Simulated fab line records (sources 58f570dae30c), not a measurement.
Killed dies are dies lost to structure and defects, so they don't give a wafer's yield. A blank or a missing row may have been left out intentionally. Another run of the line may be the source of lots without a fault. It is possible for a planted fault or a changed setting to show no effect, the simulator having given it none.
2 desks, one fault :: flow berkeleyCmos170 :: numbers are kept per desk, each desk with only its own; the story behind them comes last

== AT THE METROLOGY DESK ==
Lot by lot, what the gauges showed, no matter which tool ran the lot: averages of those sampled wafers that carry a number. If a lot's mean is further than 4 standard deviations from the usual mean, the lot is out of limits and carries the mark OUT (the distance appears in the brackets).
Columns: A = SILICIDE_TI_RS at UCB170_SILICIDE_RS_MEAS_02, usual 26.1 ohm/sq; B = SILICIDE_TI_THK at UCB170_SILICIDE_THK_MEAS_03, usual 30.1 nm; C = CONTACT_PSG_THK at UCB170_CONTACT_THK_MEAS_02, usual 700 nm
lot: L273
first seen here: day 6 19:05
A: 26.2
B: 30.1
C: 708

lot: L272
first seen here: day 6 19:37
A: 27.2
B: 28.9
C: 708

lot: L289
first seen here: day 10 09:12
A: 25.9
B: 30.6
C: 692

lot: L288
first seen here: day 10 13:36
A: 25.7
B: 30.5
C: 691

lot: L294
first seen here: day 11 05:11
A: 26.4
B: 29.7
C: 702

lot: L295
first seen here: day 11 05:38
A: 25.6
B: 30.4
C: 694
Finding of this desk: none of the 6 lots has anything out of limits.

== THE TOOL OWNER'S DESK: rtpAnneal-02 ==
The tool's own readings at UCB170_CONTACT_RTA_08 (time 10 s): means of the sampled wafers that have a number, for each lot that ran on this tool. If a lot's mean is further than 4 standard deviations from the usual mean, the lot is out of limits and carries the mark OUT (the distance appears in the brackets).
Columns: A = chamberO2Ppm at UCB170_CONTACT_RTA_08, usual 2.003; B = lampPowerPct at UCB170_CONTACT_RTA_08, usual 25.64 %; C = wafer_temp_C_max at UCB170_CONTACT_RTA_08, usual 903.3
lot: L273
first seen here: day 6 22:44
A: 2.007
B: 25.54
C: 902.9

lot: L272
first seen here: day 6 23:04
A: 1.968
B: 25.55
C: 903.4

lot: L289
first seen here: day 10 13:05
A: 1.995
B: 27.18 (+12) OUT
C: 903.4

lot: L288
first seen here: day 10 18:19
A: 2.046
B: 27.21 (+12) OUT
C: 903.2
Finding of this desk: L288, L289 out of limits; the first was L289 at day 10 13:05, on lampPowerPct at UCB170_CONTACT_RTA_08. L273, L272 stayed within limits.

== BROUGHT TOGETHER ==
At day 10 13:05, on L288, L289, the tool owner's desk was in a position to raise an alarm.
At the metrology desk, nothing out of limits was observed.
The metrology desk holds a record of L288, L289, inside its limits.
All the named lots went through UCB170_CONTACT_RTA_08 on rtpAnneal-02.

== WHAT THE SIMULATOR HAD INSERTED ==
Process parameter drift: rtpAnneal-02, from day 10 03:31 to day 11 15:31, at UCB170_CONTACT_RTA_08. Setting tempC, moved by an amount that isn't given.
Shown lots that were struck: L288, L289.
Each desk's first reading out of limits, in hours after the fault started: the tool owner's desk, 10.
